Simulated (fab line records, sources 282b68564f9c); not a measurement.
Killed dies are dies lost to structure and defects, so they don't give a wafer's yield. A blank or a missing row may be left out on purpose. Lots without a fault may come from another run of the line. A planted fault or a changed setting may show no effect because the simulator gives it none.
One fault seen from 2 desks | flow rit_cmos | each desk has only its own numbers; what lay behind them comes last

THE METROLOGY DESK
What the gauges read, lot by lot, whatever tool the lot ran on: means of the sampled wafers that have a number. A lot is out of limits, marked OUT, if its mean lies more than 4 standard deviations from the usual mean; the brackets give that distance.
Columns: A = NWELL_OVL at RIT_NWELL_OVL_MEAS_06, usual -1.2 nm; B = NWELL_TW at RIT_NWELL_TW_MEAS_10, usual 2129; C = PWELL_OVL at RIT_PWELL_OVL_MEAS_06, usual -0.7 nm
lot  | first seen here | A    | B    | C
L218 | day 2 13:29     | -2.4 | 2113 | -1.5
L222 | day 3 09:10     | -2.5 | 2161 | -2.0
L225 | day 3 22:51     | 0.6  | 2109 | 0.2
L235 | day 6 07:24     | -1.9 | 2157 | -1.3
L238 | day 6 18:16     | -1.3 | 2156 | -1.1
L237 | day 6 18:21     | -1.5 | 2107 | -1.6
This desk's finding: nothing out of limits on any of the 6 lots.

THE TOOL OWNER'S DESK: litho_track-04
The tool's own readings at RIT_PWELL_COAT_01 (resist thk 1300 nm): means of the sampled wafers that have a number, for each lot that ran on this tool. A lot is out of limits, marked OUT, if its mean lies more than 4 standard deviations from the usual mean; the brackets give that distance.
Columns: A = chill_plate_temp_C at RIT_PWELL_COAT_01, usual 22.99 C
lot  | first seen here | A
L218 | day 2 14:18     | 22.96
L225 | day 3 23:41     | 22.76
L235 | day 6 08:13     | 22.88
L237 | day 6 19:38     | 23.10
This desk's finding: nothing out of limits on any of the 4 lots.

PUT TOGETHER
The metrology desk saw nothing out of limits.
The tool owner's desk saw nothing out of limits.

WHAT THE SIMULATOR HAD PUT IN
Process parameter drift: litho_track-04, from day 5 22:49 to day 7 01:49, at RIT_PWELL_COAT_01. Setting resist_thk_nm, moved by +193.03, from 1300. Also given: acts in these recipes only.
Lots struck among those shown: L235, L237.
